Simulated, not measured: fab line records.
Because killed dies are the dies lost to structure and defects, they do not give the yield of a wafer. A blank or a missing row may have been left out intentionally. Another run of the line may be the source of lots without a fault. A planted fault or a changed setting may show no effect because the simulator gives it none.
fab line records + flow rit_cmos + part 2 of 2: steps 35 to 45 of 45
record
- lots=5
- wafers=15
- last_day=7
route steps=202 shown PLDD@115 SPACER@125 NSD@131 PSD@142 SDANNEAL@153
lots untouched by any fault: they come from a run of this same line in which no faults occurred
start_h: start of the lot's first displayed wafer, in hours after the record's first day + wait_h: time in hours since the lot's previous step + " the same as in the row above + L1.1+2: a single row standing in for several wafers + - no value, or no start given + * or withheld: withheld + < > ~ a bound
route shown NAME@n: names a module that has steps shown in the file, with the first one's number in the route + usual: mean/standard deviation taken from wafers without a fault + same: alike in all rows + chamber/n: place in a boat + sites: the reading at each site + _std_site: the values' standard deviation + _edge_site: mean of outer sites minus mean of inner sites + radius_mm: how far each site lies from the wafer's centre + mask NAME#n: copy n + behind: tool/chamber where the wafer was last shaped + hold: why the lot was held/for how many hours/how that ended + device: names the non-switching transistor (n, p or np) + end of line: the tests these same wafers got at the end of their route + a step without rows: its recipe alone + killed: count of dies lost to structure and defects at first sort (not the wafer's yield) + map: per-die view of a wafer (x killed, . not killed, _ where there is no die)
set.NAME: setting as actually run; set.NAME@STEP: the setting as run at that earlier step + model.NAME: the simulator's own value behind a step, which no gauge read
lots seen at some steps along the route; tables by step, rows by wafer
services: from which hour (start_h, from the record's first day; less than 0 if before it) a tool's chamber was out of use, for how many hours, and why
## steps
# step RIT_PSD_HARDBAKE_07
# recipe
- resist=NOVOLAK
- temp_c=140
- time_s=60
| lot.wafer  | tool           | chamber | start_h | wait_h |
|------------|----------------|---------|---------|--------|
| L074.1+2+6 | litho_track-02 | 0       | 49.40   | 0.0    |
| L075.1+2+5 | litho_track-03 | 0       | 53.64   | 0.0    |
| L086.1+2+6 | litho_track-03 | 0       | 111.32  | 0.3    |
| L089.2+4+5 | litho_track-03 | 0       | 123.76  | 0.0    |
| L096.1+2+3 | litho_track-01 | 0       | 158.64  | 0.0    |
# step RIT_PSD_IMPLANT_08
# recipe
- species=BF2
- energy_kev=27
- dose_cm2=5e+15
- tilt_deg=7
# usual
- faraday_current_uA=12080/960
- tilt_deg=7.001/0.02
| lot.wafer | tool         | chamber | start_h | wait_h | faraday_current_uA | tilt_deg |
|-----------|--------------|---------|---------|--------|--------------------|----------|
| L074.1    | implanter-01 | 0       | 49.55   | 0.1    | 11172              | 6.988    |
| L074.2    | "            | 0       | "       | "      | 11634              | 6.953    |
| L074.6    | "            | 0       | "       | "      | 11472              | 6.986    |
| L075.1    | implanter-03 | 0       | 53.79   | 0.1    | 11377              | 7.011    |
| L075.2    | "            | 0       | "       | "      | 11516              | 7.013    |
| L075.5    | "            | 0       | "       | "      | 11641              | 7.024    |
| L086.1    | implanter-03 | 0       | 111.47  | 0.1    | 10968              | 6.981    |
| L086.2    | "            | 0       | "       | "      | 11584              | 6.991    |
| L086.6    | "            | 0       | "       | "      | 11402              | 6.990    |
| L089.2    | implanter-03 | 0       | 123.91  | 0.1    | 11187              | 6.987    |
| L089.4    | "            | 0       | "       | "      | 11254              | 7.009    |
| L089.5    | "            | 0       | "       | "      | 11361              | 7.019    |
| L096.1    | implanter-03 | 0       | 158.79  | 0.1    | 11018              | 7.023    |
| L096.2    | "            | 0       | "       | "      | 11578              | 7.011    |
| L096.3    | "            | 0       | "       | "      | 11324              | 7.023    |
# step RIT_PSD_STRIP_09
# recipe
- chemistry=O2
- time_s=180
- resist=NOVOLAK
- platen_temp_c=withheld
- power_w=500
- pressure_mtorr=4000
- o2_flow_sccm=4000
# usual
- drypump_motor_current_A=5.4/0.48
- o2_flow_sccm=3997/12
| lot.wafer | tool            | chamber | start_h | wait_h | drypump_motor_current_A | o2_flow_sccm | rf_hours_counter_h |
|-----------|-----------------|---------|---------|--------|-------------------------|--------------|--------------------|
| L074.1    | plasma_asher-02 | 1       | 49.70   | 0.1    | 4.8                     | 4018         | 25                 |
| L074.2    | "               | 0       | "       | "      | 5.4                     | 4004         | 25                 |
| L074.6    | "               | 0       | "       | "      | 5.4                     | 4001         | -                  |
| L075.1    | plasma_asher-01 | 0       | 53.94   | 0.1    | 6.3                     | 4005         | 42                 |
| L075.2    | "               | 1       | "       | "      | 5.2                     | 4001         | 42                 |
| L075.5    | "               | 0       | "       | "      | 6.3                     | 3997         | -                  |
| L086.1    | plasma_asher-02 | 0       | 111.62  | 0.1    | 5.4                     | 3993         | 32                 |
| L086.2    | "               | 1       | "       | "      | 4.8                     | 4006         | 32                 |
| L086.6    | "               | 1       | "       | "      | 4.8                     | 3988         | -                  |
| L089.2    | plasma_asher-01 | 0       | 124.04  | 0.1    | 6.2                     | 3990         | 49                 |
| L089.4    | "               | 1       | "       | "      | 5.2                     | 4000         | -                  |
| L089.5    | "               | 1       | "       | "      | 5.2                     | 3975         | -                  |
| L096.1    | plasma_asher-04 | 1       | 158.94  | 0.1    | 5.0                     | 3980         | 52                 |
| L096.2    | "               | 0       | "       | "      | 5.4                     | 4003         | 52                 |
| L096.3    | "               | 1       | "       | "      | 5.0                     | 3999         | -                  |
# step RIT_PSD_TW_MEAS_10
# usual
- PSD_TW=3441/24
| lot.wafer | tool          | chamber | start_h | wait_h | PSD_TW |
|-----------|---------------|---------|---------|--------|--------|
| L074.1    | film_metro-04 | -       | 49.87   | 0.1    | 3473   |
| L074.2    | "             | -       | "       | "      | 3462   |
| L074.6    | "             | -       | "       | "      | 3455   |
| L075.1    | film_metro-01 | -       | 54.11   | 0.1    | 3450   |
| L075.2    | "             | -       | "       | "      | 3480   |
| L075.5    | "             | -       | "       | "      | 3463   |
| L086.1    | film_metro-04 | -       | 111.79  | 0.1    | 3453   |
| L086.2    | "             | -       | "       | "      | 3451   |
| L086.6    | "             | -       | "       | "      | 3448   |
| L089.2    | film_metro-04 | -       | 124.22  | 0.1    | 3422   |
| L089.4    | "             | -       | "       | "      | 3428   |
| L089.5    | "             | -       | "       | "      | 3431   |
| L096.1    | film_metro-02 | -       | 159.11  | 0.1    | 3460   |
| L096.2    | "             | -       | "       | "      | 3463   |
| L096.3    | "             | -       | "       | "      | 3445   |
# step RIT_SDANNEAL_CLEAN_00
# recipe
- chemistry=SC1
- mix=3:3:50
- time_s=600
- temp_c=75
| lot.wafer  | tool         | chamber | start_h | wait_h |
|------------|--------------|---------|---------|--------|
| L074.1+2+6 | wet_bench-03 | 0       | 49.93   | 0.1    |
| L075.1+2+5 | wet_bench-04 | 2       | 54.17   | 0.1    |
| L086.1+2+6 | wet_bench-01 | 3       | 111.85  | 0.1    |
| L089.2+4+5 | wet_bench-03 | 3       | 124.27  | 0.0    |
| L096.1+2+3 | wet_bench-04 | 3       | 159.17  | 0.1    |
# step RIT_SDANNEAL_CLEAN_01
# recipe
- chemistry=dHF
- dilution=50:1
- time_s=31.35
| lot.wafer  | tool         | chamber | start_h | wait_h |
|------------|--------------|---------|---------|--------|
| L074.1+2+6 | wet_bench-01 | 2       | 50.11   | 0.0    |
| L075.1+2+5 | wet_bench-01 | 2       | 54.36   | 0.0    |
| L086.1+2+6 | wet_bench-04 | 2       | 112.04  | 0.0    |
| L089.2+4+5 | wet_bench-01 | 0       | 124.45  | 0.0    |
| L096.1+2+3 | wet_bench-01 | 0       | 159.35  | 0.0    |
# step RIT_SDANNEAL_CLEAN_02
# recipe
- chemistry=SC2
- mix=3:3:50
- time_s=600
- temp_c=75
- dry=n2_spin
| lot.wafer  | tool         | chamber | start_h | wait_h |
|------------|--------------|---------|---------|--------|
| L074.1+2+6 | wet_bench-04 | 0       | 50.13   | 0.0    |
| L075.1+2+5 | wet_bench-04 | 2       | 54.38   | 0.0    |
| L086.1+2+6 | wet_bench-03 | 2       | 112.06  | 0.0    |
| L089.2+4+5 | wet_bench-03 | 0       | 124.46  | 0.0    |
| L096.1+2+3 | wet_bench-04 | 2       | 159.37  | 0.0    |
# step RIT_SDANNEAL_RTA_03
# recipe
- temp_c=1050
- time_s=5
- idle_temp_c=600
- ramp_up_c_per_s=342
- ramp_down_c_per_s=171
- cool_to_c=600
- ambient=N2
# usual
- chamber_o2_ppm=2.001/0.021
- ramp_down_c_per_s=171.00/0.027
- wafer_temp_C_max=1053.5/1.2
| lot.wafer | tool          | chamber | start_h | wait_h | chamber_o2_ppm | ramp_down_c_per_s | wafer_temp_C_max |
|-----------|---------------|---------|---------|--------|----------------|-------------------|------------------|
| L074.1    | rtp_anneal-01 | 0       | 50.32   | 0.0    | 1.993          | 170.95            | 1051.7           |
| L074.2    | "             | 0       | "       | "      | 2.004          | 170.99            | 1053.3           |
| L074.6    | "             | 0       | "       | "      | 2.029          | 171.01            | 1053.1           |
| L075.1    | rtp_anneal-02 | 0       | 54.57   | 0.0    | 2.016          | 171.02            | 1054.9           |
| L075.2    | "             | 0       | "       | "      | 2.012          | 170.97            | 1053.6           |
| L075.5    | "             | 0       | "       | "      | 2.025          | 170.96            | 1053.4           |
| L086.1    | rtp_anneal-01 | 0       | 112.23  | 0.0    | 2.009          | 170.98            | 1052.6           |
| L086.2    | "             | 0       | "       | "      | 1.993          | 171.01            | 1053.0           |
| L086.6    | "             | 0       | "       | "      | 1.972          | 171.01            | 1052.4           |
| L089.2    | rtp_anneal-02 | 0       | 124.65  | 0.0    | 2.015          | 171.02            | 1052.2           |
| L089.4    | "             | 0       | "       | "      | 1.980          | 171.03            | 1053.7           |
| L089.5    | "             | 0       | "       | "      | 2.036          | 171.03            | 1054.2           |
| L096.1    | rtp_anneal-01 | 0       | 159.54  | 0.0    | 1.982          | 171.02            | 1051.9           |
| L096.2    | "             | 0       | "       | "      | 2.016          | 171.05            | 1051.9           |
| L096.3    | "             | 0       | "       | "      | 2.006          | 171.03            | 1054.3           |
# step RIT_SDANNEAL_RS_MEAS_04
# recipe
- thk_meas_gauge=four-point-probe
# usual
- PSD_RS=116.08/0.29
| lot.wafer | tool          | chamber | start_h | wait_h | PSD_RS[ohm/sq] |
|-----------|---------------|---------|---------|--------|----------------|
| L074.1    | film_metro-01 | -       | 50.38   | 0.0    | 115.82         |
| L074.2    | "             | -       | "       | "      | 115.70         |
| L074.6    | "             | -       | "       | "      | 115.86         |
| L075.1    | film_metro-02 | -       | 54.63   | 0.0    | 115.88         |
| L075.2    | "             | -       | "       | "      | 115.87         |
| L075.5    | "             | -       | "       | "      | 115.87         |
| L086.1    | film_metro-01 | -       | 112.29  | 0.0    | 115.93         |
| L086.2    | "             | -       | "       | "      | 115.97         |
| L086.6    | "             | -       | "       | "      | 115.89         |
| L089.2    | film_metro-04 | -       | 124.72  | 0.1    | 115.69         |
| L089.4    | "             | -       | "       | "      | 115.59         |
| L089.5    | "             | -       | "       | "      | 115.82         |
| L096.1    | film_metro-01 | -       | 159.60  | 0.0    | 116.09         |
| L096.2    | "             | -       | "       | "      | 116.12         |
| L096.3    | "             | -       | "       | "      | 116.42         |
# step RIT_SDANNEAL_RS_MEAS_05
# recipe
- thk_meas_gauge=four-point-probe
# usual
- NSD_RS=84.62/0.29
| lot.wafer | tool          | chamber | start_h | wait_h | NSD_RS[ohm/sq] |
|-----------|---------------|---------|---------|--------|----------------|
| L074.1    | film_metro-01 | -       | 50.50   | 0.1    | 84.30          |
| L074.2    | "             | -       | "       | "      | 84.68          |
| L074.6    | "             | -       | "       | "      | 84.79          |
| L075.1    | film_metro-02 | -       | 54.75   | 0.1    | 83.96          |
| L075.2    | "             | -       | "       | "      | 83.93          |
| L075.5    | "             | -       | "       | "      | 83.86          |
| L086.1    | film_metro-01 | -       | 112.41  | 0.1    | 84.31          |
| L086.2    | "             | -       | "       | "      | 84.41          |
| L086.6    | "             | -       | "       | "      | 84.43          |
| L089.2    | film_metro-04 | -       | 124.84  | 0.1    | 84.73          |
| L089.4    | "             | -       | "       | "      | 84.63          |
| L089.5    | "             | -       | "       | "      | 84.83          |
| L096.1    | film_metro-01 | -       | 159.72  | 0.1    | 84.59          |
| L096.2    | "             | -       | "       | "      | 84.65          |
| L096.3    | "             | -       | "       | "      | 84.44          |
# step RIT_SDANNEAL_RS_MEAS_06
# recipe
- thk_meas_gauge=four-point-probe
# usual
- PLDD_RS=180.5/0.51
| lot.wafer | tool          | chamber | start_h | wait_h | PLDD_RS[ohm/sq] |
|-----------|---------------|---------|---------|--------|-----------------|
| L074.1    | film_metro-01 | -       | 50.62   | 0.1    | 180.4           |
| L074.2    | "             | -       | "       | "      | 179.2           |
| L074.6    | "             | -       | "       | "      | 180.0           |
| L075.1    | film_metro-02 | -       | 54.87   | 0.1    | 181.1           |
| L075.2    | "             | -       | "       | "      | 180.7           |
| L075.5    | "             | -       | "       | "      | 180.5           |
| L086.1    | film_metro-01 | -       | 112.53  | 0.1    | 180.8           |
| L086.2    | "             | -       | "       | "      | 180.3           |
| L086.6    | "             | -       | "       | "      | 180.8           |
| L089.2    | film_metro-04 | -       | 124.96  | 0.1    | 179.6           |
| L089.4    | "             | -       | "       | "      | 180.0           |
| L089.5    | "             | -       | "       | "      | 179.7           |
| L096.1    | film_metro-01 | -       | 159.84  | 0.1    | 180.6           |
| L096.2    | "             | -       | "       | "      | 180.4           |
| L096.3    | "             | -       | "       | "      | 180.5           |
## services
| tool             | chamber | start_h | hours | kind   |
|------------------|---------|---------|-------|--------|
| implanter-01     | -       | 19.34   | 0.7   | repair |
| implanter-03     | -       | 21.82   | 3.8   | pm     |
| iline_stepper-02 | -       | 23.72   | 1.7   | pm     |
| rie_diel-03      | 3       | 26.18   | 10.9  | repair |
| plasma_asher-02  | -       | 29.96   | 0.8   | repair |
| implanter-02     | -       | 38.41   | 29.8  | pm     |
| rie_diel-03      | 2       | 44.80   | 6.3   | repair |
| rie_diel-04      | 0       | 72.50   | 7.0   | repair |
| rtp_anneal-01    | -       | 75.36   | 3.7   | pm     |
| iline_stepper-01 | -       | 75.45   | 5.2   | repair |
| implanter-02     | -       | 77.14   | 0.8   | repair |
| wet_bench-04     | -       | 77.56   | 1.1   | repair |
| lpcvd-02         | -       | 77.63   | 6.1   | pm     |
| rie_diel-03      | 2       | 85.79   | 8.8   | repair |
| wet_bench-02     | -       | 101.87  | 4.4   | pm     |
| plasma_asher-01  | -       | 102.22  | 7.6   | repair |
| plasma_asher-03  | -       | 108.75  | 9.0   | pm     |
| implanter-02     | -       | 117.25  | 2.0   | repair |
| lpcvd-02         | -       | 133.53  | 2.8   | pm     |
| implanter-04     | -       | 133.56  | 2.4   | repair |
| wet_bench-04     | -       | 136.17  | 2.6   | repair |
| wet_bench-01     | -       | 136.40  | 3.8   | repair |
| plasma_asher-03  | -       | 150.44  | 2.8   | pm     |
| iline_stepper-01 | -       | 155.22  | 1.7   | pm     |
